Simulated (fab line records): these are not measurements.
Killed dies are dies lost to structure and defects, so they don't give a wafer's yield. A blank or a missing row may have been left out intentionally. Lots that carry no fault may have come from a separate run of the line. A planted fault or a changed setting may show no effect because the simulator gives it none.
fab line records	flow rit-cmos
record lots=14	wafers=42	last-day=7
route steps=202 shown M1@184
lots untouched by any fault: they come from a run of this same line in which no faults occurred
start-h: hours from the record's first day to the start of the lot's first wafer shown	wait-h: time in hours since the lot's previous step	" the same as in the row above	L1.1+2: a single row standing in for several wafers	- no value, or no start given	* or withheld: withheld	< > ~ a bound
route shown NAME@n: names a module that has steps shown in the file, with the first one's number in the route	usual: mean/standard deviation of fault-free wafers	same: alike in all rows	chamber/n: place in a boat	sites: readings site by site	_std_site: their standard deviation	_edge_site: outer sites' mean less inner sites'	radius-mm: how far each site lies from the wafer's centre	mask NAME#n: copy n	behind: tool/chamber where the wafer was last shaped	hold: reason for holding the lot/hours on hold/outcome of the hold	device: names the non-switching transistor (n, p or np)	end of line: tests run on the same wafers once the route is complete	where a step has no rows: the recipe by itself	killed: dies lost to structure and defects at the first sort, not the wafer's yield	map: per-die view of a wafer (x killed, . not killed, _ where there is no die)
set.NAME: setting as actually run; set.NAME@STEP: the setting as run at that earlier step	model.NAME: the simulator's own value behind a step, which no gauge read
the route's steps for a sample of lots (tables are steps, rows are wafers)
services: a tool's chamber out of use, with start hour (start-h, from the record's first day; less than 0 if before it), hours out, and reason
## steps
# step RIT_M1_SPUTTER_00
# recipe material=Al	target-thk-nm=400	power-w=2000	chamber-pressure-pa=0.4	gas=Ar	time-s=500	substrate-temp-c=25
# usual substrate-temp-c=25.00/0.1	throttle-valve-pct=30.0/1.1
lot.wafer	tool	chamber	start-h	wait-h	substrate-temp-c	throttle-valve-pct
L778.4	pvd-sputter-03	-	54.41	0.0	24.92	31.0
L778.5	"	-	"	"	24.89	31.3
L778.6	"	-	"	"	24.95	28.7
L779.1	pvd-sputter-04	-	60.27	0.0	24.96	29.2
L779.2	"	-	"	"	24.87	31.3
L779.5	"	-	"	"	25.01	31.2
L780.4	pvd-sputter-03	-	66.49	0.0	25.00	31.1
L780.5	"	-	"	"	25.16	28.5
L780.6	"	-	"	"	24.86	31.1
L781.1	pvd-sputter-03	-	71.28	0.0	25.19	29.9
L781.4	"	-	"	"	24.88	28.7
L781.5	"	-	"	"	25.10	29.9
L782.2	pvd-sputter-04	-	73.33	0.0	25.11	31.6
L782.3	"	-	"	"	24.98	28.6
L782.6	"	-	"	"	25.00	31.3
L786.1	pvd-sputter-04	-	94.73	0.0	25.05	28.8
L786.4	"	-	"	"	25.13	31.4
L786.5	"	-	"	"	24.88	31.3
L788.2	pvd-sputter-04	-	103.93	0.0	25.02	28.8
L788.5	"	-	"	"	25.03	29.2
L788.6	"	-	"	"	25.02	31.5
L789.1	pvd-sputter-03	-	109.49	0.0	24.98	30.8
L789.4	"	-	"	"	24.94	30.0
L789.5	"	-	"	"	24.90	28.8
L791.2	pvd-sputter-03	-	120.76	0.0	25.03	29.8
L791.3	"	-	"	"	25.10	31.1
L791.4	"	-	"	"	25.04	28.6
L793.1	pvd-sputter-03	-	132.14	0.0	25.22	28.9
L793.2	"	-	"	"	25.05	28.6
L793.5	"	-	"	"	25.16	31.2
L795.1	pvd-sputter-03	-	139.09	0.0	24.97	29.9
L795.3	"	-	"	"	24.82	28.5
L795.4	"	-	"	"	24.97	30.9
L797.2	pvd-sputter-03	-	148.42	0.0	24.95	31.1
L797.5	"	-	"	"	25.01	28.6
L797.6	"	-	"	"	24.93	31.2
L799.4	pvd-sputter-02	-	160.06	0.0	25.04	30.9
L799.5	"	-	"	"	25.09	30.7
L799.6	"	-	"	"	25.12	29.7
L800.1	pvd-sputter-03	-	168.27	0.0	24.90	28.8
L800.4	"	-	"	"	24.92	29.7
L800.5	"	-	"	"	25.03	28.6
# step RIT_M1_RS_MEAS_01
# recipe thk-meas-gauge=four-point-probe	reads=Al_of_M1_SPUTTER_00
# usual M1_AL_RS=0.0737/0.00071
lot.wafer	tool	chamber	start-h	wait-h	M1_AL_RS[ohm/sq]
L778.4	film-metro-03	-	54.76	0.2	0.0737
L778.5	"	-	"	"	0.0751
L778.6	"	-	"	"	0.0739
L779.1	film-metro-03	-	60.57	0.1	0.0744
L779.2	"	-	"	"	0.0739
L779.5	"	-	"	"	0.0744
L780.4	film-metro-03	-	66.84	0.2	0.0742
L780.5	"	-	"	"	0.0734
L780.6	"	-	"	"	0.0742
L781.1	film-metro-02	-	71.58	0.1	0.0747
L781.4	"	-	"	"	0.0742
L781.5	"	-	"	"	0.0753
L782.2	film-metro-04	-	73.65	0.2	0.0749
L782.3	"	-	"	"	0.0745
L782.6	"	-	"	"	0.0751
L786.1	film-metro-03	-	95.02	0.2	0.0817
L786.4	"	-	"	"	0.0818
L786.5	"	-	"	"	0.0817
L788.2	film-metro-02	-	104.27	0.2	0.0815
L788.5	"	-	"	"	0.0811
L788.6	"	-	"	"	0.0811
L789.1	film-metro-04	-	109.78	0.1	0.0750
L789.4	"	-	"	"	0.0752
L789.5	"	-	"	"	0.0750
L791.2	film-metro-02	-	121.07	0.2	0.0734
L791.3	"	-	"	"	0.0725
L791.4	"	-	"	"	0.0726
L793.1	film-metro-02	-	132.43	0.1	0.0745
L793.2	"	-	"	"	0.0736
L793.5	"	-	"	"	0.0743
L795.1	film-metro-02	-	139.38	0.1	0.0744
L795.3	"	-	"	"	0.0730
L795.4	"	-	"	"	0.0739
L797.2	film-metro-04	-	148.73	0.2	0.0734
L797.5	"	-	"	"	0.0736
L797.6	"	-	"	"	0.0740
L799.4	film-metro-03	-	160.41	0.2	0.0726
L799.5	"	-	"	"	0.0731
L799.6	"	-	"	"	0.0729
L800.1	film-metro-03	-	168.57	0.1	0.0736
L800.4	"	-	"	"	0.0734
L800.5	"	-	"	"	0.0730
# step RIT_M1_THK_MEAS_02
# recipe thk-meas-gauge=xrf	reads=Al_of_M1_SPUTTER_00
# usual M1_AL_THK=406/4.7
lot.wafer	tool	chamber	start-h	wait-h	M1_AL_THK[nm]
L778.4	film-metro-03	-	54.85	0.1	405
L778.5	"	-	"	"	399
L778.6	"	-	"	"	403
L779.1	film-metro-03	-	60.69	0.1	403
L779.2	"	-	"	"	404
L779.5	"	-	"	"	403
L780.4	film-metro-03	-	66.93	0.1	404
L780.5	"	-	"	"	409
L780.6	"	-	"	"	404
L781.1	film-metro-02	-	71.70	0.1	398
L781.4	"	-	"	"	400
L781.5	"	-	"	"	394
L782.2	film-metro-04	-	73.76	0.1	404
L782.3	"	-	"	"	405
L782.6	"	-	"	"	401
L786.1	film-metro-03	-	95.14	0.1	369
L786.4	"	-	"	"	368
L786.5	"	-	"	"	367
L788.2	film-metro-02	-	104.38	0.1	368
L788.5	"	-	"	"	369
L788.6	"	-	"	"	369
L789.1	film-metro-04	-	109.90	0.1	407
L789.4	"	-	"	"	402
L789.5	"	-	"	"	403
L791.2	film-metro-02	-	121.18	0.1	405
L791.3	"	-	"	"	408
L791.4	"	-	"	"	409
L793.1	film-metro-02	-	132.55	0.1	397
L793.2	"	-	"	"	401
L793.5	"	-	"	"	398
L795.1	film-metro-02	-	139.50	0.1	398
L795.3	"	-	"	"	408
L795.4	"	-	"	"	406
L797.2	film-metro-04	-	148.84	0.1	411
L797.5	"	-	"	"	413
L797.6	"	-	"	"	408
L799.4	film-metro-03	-	160.50	0.1	409
L799.5	"	-	"	"	409
L799.6	"	-	"	"	408
L800.1	film-metro-03	-	168.69	0.1	410
L800.4	"	-	"	"	410
L800.5	"	-	"	"	409
# step RIT_M1_PROBE_99
# usual killed-at-contacts=0.0/0.18	killed-at-front-end=7/3.1	killed-dies=7/3.1	killed-on-rim=1.8/1.4	killed-open=3.5/2.1	killed-short=3.5/2
# same gross-dies=264	killed_at_M0_to_M3=0	killed_at_M4_up=0	killed-at-back-side=0	killed-at-other=0
lot.wafer	tool	chamber	start-h	wait-h	killed-at-contacts	killed-at-front-end	killed-dies	killed-on-rim	killed-open	killed-short
L780.4	prober-01	-	70.79	0.2	0	6	6	2	3	3
L780.5	prober-01	-	70.84	0.2	0	10	10	1	6	4
L780.6	prober-01	-	70.89	0.2	1	7	8	3	3	5
L781.1	prober-02	-	75.31	0.1	0	6	6	3	4	2
L781.4	prober-02	-	75.46	0.2	0	9	9	2	4	5
L781.5	prober-02	-	75.51	0.2	0	2	2	0	1	1
L786.1	prober-01	-	98.74	0.1	0	5	5	2	3	2
L786.4	prober-01	-	98.89	0.2	1	4	5	2	4	1
L786.5	prober-01	-	98.94	0.2	0	8	8	1	3	5
L788.2	prober-01	-	108.01	0.1	0	7	7	0	3	4
L788.5	prober-01	-	108.16	0.2	0	4	4	1	1	3
L788.6	prober-01	-	108.21	0.2	0	7	7	3	3	4
L795.1	prober-02	-	143.67	0.1	0	4	4	0	1	3
L795.3	prober-02	-	143.77	0.2	0	12	12	4	5	7
L795.4	prober-02	-	143.82	0.2	0	10	10	2	7	3
L797.2	prober-02	-	152.66	0.1	0	4	4	2	3	1
L797.5	prober-02	-	152.81	0.2	0	6	6	2	2	4
L797.6	prober-02	-	152.86	0.2	0	9	9	1	6	3
L800.1	prober-02	-	172.60	0.1	0	2	2	0	0	2
L800.4	prober-02	-	172.75	0.2	0	5	5	2	4	0
L800.5	prober-02	-	172.80	0.2	0	9	9	3	6	3
# killed by level:class
L780.4 REOX:geometric-particle:short=2 FOX1:geometric-particle:short=1 FOX1:geometric-particle:open=1 FOX2:geometric-particle:open=1 SPACER:geometric-particle:open=1
L780.5 GATE:geometric-particle:short=3 GATE:geometric-particle:open=3 FOX1:geometric-particle:open=2 FOX1:geometric-particle:short=1 REOX:geometric-particle:open=1
L780.6 REOX:geometric-particle:short=2 FOX1:geometric-particle:short=1 GATE:geometric-particle:open=1 REOX:geometric-particle:open=1 SILICIDE:geometric-particle:short=1 SILICIDE:geometric-particle:open=1 CONTACT:geometric-particle:short=1
L781.1 FOX2:geometric-particle:open=2 REOX:geometric-particle:short=1 SPACER:geometric-particle:short=1 SPACER:geometric-particle:open=1 SILICIDE:geometric-particle:open=1
L781.4 FOX2:geometric-particle:open=3 REOX:geometric-particle:short=3 GATE:geometric-particle:short=1 SPACER:geometric-particle:open=1 SILICIDE:geometric-particle:short=1
L781.5 GATE:geometric-particle:short=1 SILICIDE:geometric-particle:open=1
L786.1 FOX1:geometric-particle:short=1 FOX2:geometric-particle:open=1 GATE:geometric-particle:open=1 SPACER:geometric-particle:open=1 SPACER:geometric-particle:short=1
L786.4 GATE:geometric-particle:open=2 FOX1:geometric-particle:open=1 FOX2:geometric-particle:open=1 CONTACT:geometric-particle:short=1
L786.5 FOX1:geometric-particle:short=2 GATE:geometric-particle:open=2 SPACER:geometric-particle:short=2 REOX:geometric-particle:short=1 REOX:geometric-particle:open=1
L788.2 FOX1:geometric-particle:short=3 FOX1:geometric-particle:open=1 GATE:geometric-particle:short=1 GATE:geometric-particle:open=1 SILICIDE:geometric-particle:open=1
L788.5 FOX1:geometric-particle:short=1 GATE:geometric-particle:short=1 REOX:geometric-particle:short=1 SILICIDE:geometric-particle:open=1
L788.6 GATE:geometric-particle:open=2 GATE:geometric-particle:short=2 SILICIDE:geometric-particle:short=2 REOX:geometric-particle:open=1
L795.1 FOX1:geometric-particle:short=1 FOX1:geometric-particle:open=1 SPACER:geometric-particle:short=1 SILICIDE:geometric-particle:short=1
L795.3 SILICIDE:geometric-particle:short=4 FOX2:geometric-particle:open=2 SPACER:geometric-particle:short=2 FOX1:geometric-particle:open=1 GATE:geometric-particle:short=1 SPACER:geometric-particle:open=1 SILICIDE:geometric-particle:open=1
L795.4 GATE:geometric-particle:open=3 SPACER:geometric-particle:open=2 SILICIDE:geometric-particle:open=2 GATE:geometric-particle:short=1 SPACER:geometric-particle:short=1 SILICIDE:geometric-particle:short=1
L797.2 FOX2:geometric-particle:open=1 GATE:geometric-particle:short=1 REOX:geometric-particle:open=1 SPACER:geometric-particle:open=1
L797.5 GATE:geometric-particle:short=3 SPACER:geometric-particle:open=2 SILICIDE:geometric-particle:short=1
L797.6 FOX2:geometric-particle:open=2 SPACER:geometric-particle:short=2 FOX1:geometric-particle:open=1 GATE:geometric-particle:open=1 REOX:geometric-particle:open=1 SPACER:geometric-particle:open=1 SILICIDE:geometric-particle:short=1
L800.1 SPACER:geometric-particle:short=2
L800.4 GATE:geometric-particle:open=3 REOX:geometric-particle:open=1 GATE:coat-microbubble-printed=1
L800.5 FOX2:geometric-particle:open=2 GATE:geometric-particle:open=2 FOX1:geometric-particle:open=1 FOX2:geometric-particle:short=1 SILICIDE:geometric-particle:open=1 GATE:geometric-particle:short=1 REOX:geometric-particle:short=1
## services
tool	chamber	start-h	hours	kind
pvd-sputter-02	-	37.68	3.3	repair
pvd-sputter-02	-	49.36	1.4	repair
pvd-sputter-02	-	66.16	9.6	repair
pvd-sputter-02	-	68.66	1.0	repair
pvd-sputter-04	-	116.17	3.9	repair
pvd-sputter-03	-	156.35	5.7	repair
pvd-sputter-04	-	158.75	11.4	repair
## key
first-sign step=RIT_M1_RS_MEAS_01	reading=M1_AL_RS	direction=up	sigmas=11	usual=0.0737	struck=0.0815
effect step=RIT_M1_THK_MEAS_02	reading=M1_AL_THK	direction=down	sigmas=7.9	usual=406	struck=368
met-at RIT_M1_SPUTTER_00
struck-lots L786,L788
tester-left-out L788
onset-between 73.33 94.73
earlier-fault kind=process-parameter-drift	tool=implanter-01	chamber=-	onset-h=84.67	steps=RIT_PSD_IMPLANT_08	channel=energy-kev	offset=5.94	shape=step	end-h=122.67	acts-in=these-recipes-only	stated=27
fault kind=process-parameter-drift	tool=pvd-sputter-04	chamber=-	onset-h=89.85	steps=RIT_M1_SPUTTER_00	channel=time-s	offset=*	shape=step	acts-in=*	stated=*
# tester-left-out: of these lots the tester's yield and bins aren't shown, on N5 and GAA mostly nor the transistor test; their killed dies are dies lost to structure and defects alone, not to doping, threshold or leakage, so they don't give the yield
